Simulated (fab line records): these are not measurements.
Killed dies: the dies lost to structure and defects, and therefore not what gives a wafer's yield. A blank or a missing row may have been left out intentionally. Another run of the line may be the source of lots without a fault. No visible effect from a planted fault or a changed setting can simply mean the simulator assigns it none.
fab line records | flow berkeley-cmos170
record lots=6 | wafers=18 | last-day=11
route steps=331 shown M2@271
lots that met no fault: from a run of the same line without faults
start-h: hours from the record's first day to the start of the lot's first wafer shown | wait-h: how many hours have passed since the lot's step before this one | " unchanged from the row above | L1.1+2: a row that stands for several wafers | - value missing, or start not given | * or withheld: withheld | < > ~ a bound
route shown NAME@n: NAME is a module with steps in the file, n the number in the route of the first one | usual: mean and standard deviation over wafers with no fault | same: alike in all rows | chamber/n: place in a boat | sites: per-site readings | _std_site: the values' standard deviation | _edge_site: outer sites' mean less inner sites' | radius-mm: for every site, how far away it sits from the centre of the wafer | mask NAME#n: copy n | behind: the most recent tool/chamber to have shaped the wafer | hold: the reason the lot was held/the length of the hold in hours/how it ended | device: whichever transistor did not switch (one of n, p or np) | end of line: the tests these same wafers got at the end of their route | a step given without rows: its recipe and nothing more | killed: not the wafer's yield, but the dies lost to structure and defects at the first sort | map: a wafer's dies, x killed, . not, _ none there
set.NAME: setting as actually run; set.NAME@STEP: the setting as run at that earlier step | model.NAME: the simulator's own value behind a step, which no gauge read
lots at some steps of the route; a table a step, a row a wafer
services: a tool's chamber out of use, with start hour (start-h, from the record's first day; less than 0 if before it), hours out, and reason
## steps
# step UCB170_M2_PRE_CLEAN_00
# recipe gas=Ar | preclean-etch-time-s=60
# step UCB170_M2_SPUTTER_01
# recipe material=Al | target-thk-nm=900 | time-s=120 | power-w=6000 | chamber-pressure-pa=0.5
# usual throttle-valve-pct=30.2/1.1
# same time-s=120
lot.wafer | tool           | chamber | start-h | wait-h | throttle-valve-pct
L395.1    | pvd-sputter-04 | -       | 171.37  | 0.0    | 30.1
L395.3    | "              | -       | "       | "      | 30.3
L395.4    | "              | -       | "       | "      | 29.0
L400.4    | pvd-sputter-04 | -       | 215.52  | 0.0    | 29.0
L400.5    | "              | -       | "       | "      | 28.8
L400.6    | "              | -       | "       | "      | 30.4
L402.2    | pvd-sputter-01 | -       | 215.76  | 0.0    | 28.9
L402.3    | "              | -       | "       | "      | 29.6
L402.4    | "              | -       | "       | "      | 30.6
L406.1    | pvd-sputter-01 | -       | 250.86  | 0.0    | 30.7
L406.2    | "              | -       | "       | "      | 29.5
L406.6    | "              | -       | "       | "      | 28.8
L410.4    | pvd-sputter-02 | -       | 250.98  | 0.0    | 31.1
L410.5    | "              | -       | "       | "      | 31.9
L410.6    | "              | -       | "       | "      | 32.1
L408.3    | pvd-sputter-01 | -       | 251.18  | 0.0    | 28.9
L408.5    | "              | -       | "       | "      | 29.1
L408.6    | "              | -       | "       | "      | 29.1
# step UCB170_M2_RS_MEAS_02
# recipe thk-meas-gauge=four-point-probe | reads=Al_of_M2_SPUTTER_01
# usual M2_AL_RS=0.0322/0.00041
lot.wafer | tool          | chamber | start-h | wait-h | M2_AL_RS[ohm/sq]
L395.1    | film-metro-02 | -       | 171.46  | 0.0    | 0.0324
L395.3    | "             | -       | "       | "      | 0.0325
L395.4    | "             | -       | "       | "      | 0.0321
L400.4    | film-metro-04 | -       | 215.66  | 0.1    | 0.0316
L400.5    | "             | -       | "       | "      | 0.0320
L400.6    | "             | -       | "       | "      | 0.0319
L402.2    | film-metro-01 | -       | 215.86  | 0.1    | 0.0326
L402.3    | "             | -       | "       | "      | 0.0330
L402.4    | "             | -       | "       | "      | 0.0327
L406.1    | film-metro-01 | -       | 250.95  | 0.0    | 0.0327
L406.2    | "             | -       | "       | "      | 0.0331
L406.6    | "             | -       | "       | "      | 0.0324
L410.4    | film-metro-01 | -       | 251.19  | 0.2    | 0.0320
L410.5    | "             | -       | "       | "      | 0.0315
L410.6    | "             | -       | "       | "      | 0.0313
L408.3    | film-metro-04 | -       | 251.30  | 0.1    | 0.0323
L408.5    | "             | -       | "       | "      | 0.0323
L408.6    | "             | -       | "       | "      | 0.0327
# step UCB170_M2_THK_MEAS_03
# recipe thk-meas-gauge=xrf | reads=Al_of_M2_SPUTTER_01
# usual M2_AL_THK=889/12
lot.wafer | tool          | chamber | start-h | wait-h | M2_AL_THK[nm]
L395.1    | film-metro-02 | -       | 171.58  | 0.1    | 875
L395.3    | "             | -       | "       | "      | 875
L395.4    | "             | -       | "       | "      | 885
L400.4    | film-metro-04 | -       | 215.75  | 0.1    | 907
L400.5    | "             | -       | "       | "      | 896
L400.6    | "             | -       | "       | "      | 896
L402.2    | film-metro-01 | -       | 215.97  | 0.1    | 873
L402.3    | "             | -       | "       | "      | 869
L402.4    | "             | -       | "       | "      | 879
L406.1    | film-metro-01 | -       | 251.07  | 0.1    | 879
L406.2    | "             | -       | "       | "      | 863
L406.6    | "             | -       | "       | "      | 881
L410.4    | film-metro-01 | -       | 251.28  | 0.1    | 900
L410.5    | "             | -       | "       | "      | 909
L410.6    | "             | -       | "       | "      | 914
L408.3    | film-metro-04 | -       | 251.40  | 0.1    | 885
L408.5    | "             | -       | "       | "      | 889
L408.6    | "             | -       | "       | "      | 873
# step UCB170_M2_HMDS_04
# recipe prime-time-s=60 | prime-temp-c=100
# step UCB170_M2_COAT_05
# recipe resist=KrF | spin-rpm=1500 | resist-thk-nm=900
# step UCB170_M2_SOFTBAKE_06
# recipe resist=KrF | temp-c=130 | time-s=60
# step UCB170_M2_STRIP_07
# recipe chemistry=O2 | power-w=400 | pressure-mtorr=3500 | platen-temp-c=withheld | o2-flow-sccm=400 | overash-fraction=0.5
# usual drypump-motor-current-A=5.97/0.26 | oes-product-au=0.735/0.0045 | strip-time-to-endpoint-s=21.96/0.057
lot.wafer | tool            | chamber | start-h | wait-h | drypump-motor-current-A | oes-product-au | rf-hours-counter-h | strip-time-to-endpoint-s
L395.1    | plasma-asher-02 | 0       | 173.13  | 0.1    | 6.24                    | 0.734          | 46                 | 21.89
L395.3    | "               | 1       | "       | "      | 5.57                    | 0.733          | -                  | 21.94
L395.4    | "               | 0       | "       | "      | 6.19                    | 0.733          | -                  | 21.97
L400.4    | plasma-asher-02 | 0       | 216.26  | 0.1    | 6.21                    | 0.734          | -                  | 21.92
L400.5    | "               | 1       | "       | "      | 5.60                    | 0.735          | -                  | 21.96
L400.6    | "               | 0       | "       | "      | 6.20                    | 0.735          | -                  | 21.92
L402.2    | plasma-asher-03 | 1       | 216.47  | 0.1    | 6.10                    | 0.736          | 12                 | 21.91
L402.3    | "               | 0       | "       | "      | 5.70                    | 0.729          | -                  | 21.96
L402.4    | "               | 1       | "       | "      | 6.10                    | 0.735          | -                  | 21.94
L406.1    | plasma-asher-02 | 1       | 252.46  | 0.1    | 5.60                    | 0.734          | 54                 | 21.93
L406.2    | "               | 0       | "       | "      | 6.22                    | 0.735          | 54                 | 21.90
L406.6    | "               | 0       | "       | "      | 6.21                    | 0.734          | -                  | 21.88
L410.4    | plasma-asher-04 | 1       | 252.64  | 0.1    | 6.26                    | 0.731          | -                  | 21.98
L410.5    | "               | 0       | "       | "      | 6.00                    | 0.741          | -                  | 22.02
L410.6    | "               | 1       | "       | "      | 6.19                    | 0.737          | -                  | 21.97
L408.3    | plasma-asher-03 | 0       | 252.94  | 0.1    | 5.64                    | 0.729          | -                  | 21.94
L408.5    | "               | 1       | "       | "      | 6.10                    | 0.734          | -                  | 21.95
L408.6    | "               | 0       | "       | "      | 5.67                    | 0.737          | -                  | 21.96
# step UCB170_M2_STRIP_08
# recipe chemistry=DMSO | temp-c=80 | time-s=600 | material=KrF
# step UCB170_M2_COAT_09
# recipe resist=BARC | temp-c=withheld | time-s=withheld | spin-rpm=3000 | resist-thk-nm=withheld
# step UCB170_M2_COAT_10
# recipe resist=KrF | spin-rpm=1500 | resist-thk-nm=900
# step UCB170_M2_SOFTBAKE_11
# recipe resist=KrF | temp-c=130 | time-s=60
# step UCB170_M2_EXPOSE_12
# recipe mask-id=METAL2 | target-cd-nm=700 | na=0.5 | sigma-outer=0.6 | source-shape=conventional | dose-mj=26
# usual exposure-dose-mJ-cm2=26.00/0.031 | focus-offset-nm=0.1/0.53
lot.wafer | tool           | chamber | start-h | wait-h | mask     | exposure-dose-mJ-cm2 | focus-offset-nm
L395.1    | krf-scanner-01 | 0       | 174.60  | -      | METAL2#0 | 26.00                | -0.9
L395.3    | "              | 0       | "       | "      | METAL2#0 | 26.00                | 0.1
L395.4    | "              | 0       | "       | "      | METAL2#0 | 26.01                | -0.5
L400.4    | krf-scanner-01 | -       | 217.01  | -      | METAL2#0 | -                    | -
L400.5    | "              | -       | "       | "      | METAL2#0 | -                    | -
L400.6    | "              | -       | "       | "      | METAL2#0 | -                    | -
L402.2    | krf-scanner-01 | -       | 217.56  | -      | METAL2#0 | -                    | -
L402.3    | "              | -       | "       | "      | METAL2#0 | -                    | -
L402.4    | "              | -       | "       | "      | METAL2#0 | -                    | -
L406.1    | krf-scanner-01 | 0       | 253.81  | -      | METAL2#0 | 26.02                | 0.5
L406.2    | "              | 0       | "       | "      | METAL2#0 | 26.03                | -0.4
L406.6    | "              | 0       | "       | "      | METAL2#0 | 26.04                | -0.6
L410.4    | krf-scanner-01 | 0       | 254.35  | -      | METAL2#0 | 26.00                | -0.3
L410.5    | "              | 0       | "       | "      | METAL2#0 | 25.97                | 0.4
L410.6    | "              | 0       | "       | "      | METAL2#0 | 26.00                | 0.3
L408.3    | krf-scanner-02 | 0       | 254.57  | -      | METAL2#0 | 26.03                | -0.4
L408.5    | "              | 0       | "       | "      | METAL2#0 | 26.03                | -0.2
L408.6    | "              | 0       | "       | "      | METAL2#0 | 26.06                | -0.9
# step UCB170_M2_PEB_13
# recipe peb-temp-c=130 | peb-time-s=withheld | resist=KrF
## services
tool            | chamber | start-h | hours | kind
pvd-sputter-04  | -       | 156.28  | 0.6   | repair
krf-scanner-02  | -       | 157.49  | 1.1   | repair
pvd-sputter-04  | -       | 176.81  | 3.4   | repair
krf-scanner-02  | -       | 185.62  | 1.0   | pm
krf-scanner-01  | -       | 191.66  | 0.8   | repair
krf-scanner-01  | -       | 197.13  | 0.1   | repair
krf-scanner-01  | -       | 197.41  | 1.3   | pm
krf-scanner-02  | -       | 201.39  | 0.8   | pm
krf-scanner-02  | -       | 202.37  | 3.6   | pm
plasma-asher-02 | -       | 207.21  | 2.6   | repair
krf-scanner-02  | -       | 216.66  | 4.4   | pm
pvd-sputter-01  | -       | 217.84  | 2.8   | repair
krf-scanner-01  | -       | 237.13  | 1.0   | pm
krf-scanner-02  | -       | 248.75  | 1.3   | pm
## key
first-sign step=UCB170_M2_EXPOSE_12 | reading=tool-record | direction=missing
effect none on later readings
met-at UCB170_M2_EXPOSE_12
struck-wafers L400.4,L400.5,L400.6,L402.2,L402.3,L402.4
later-rows-left-out L400.4,L400.5,L400.6,L402.2,L402.3,L402.4
sort-left-out L400.4,L400.5,L400.6,L402.2,L402.3,L402.4
onset-between 174.60 217.01
fault kind=skipped-step-whole | tool=krf-scanner-01 | chamber=- | onset-h=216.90 | steps=UCB170_M2_EXPOSE_12 | scope=struck-lots-only
# sort-left-out: the simulated sort isn't trusted on such a fault, so these wafers' sort isn't shown, and their yield isn't known
# later-rows-left-out: the simulator's readings of these wafers behind a module that went badly wrong aren't trusted and aren't shown, but for the sort
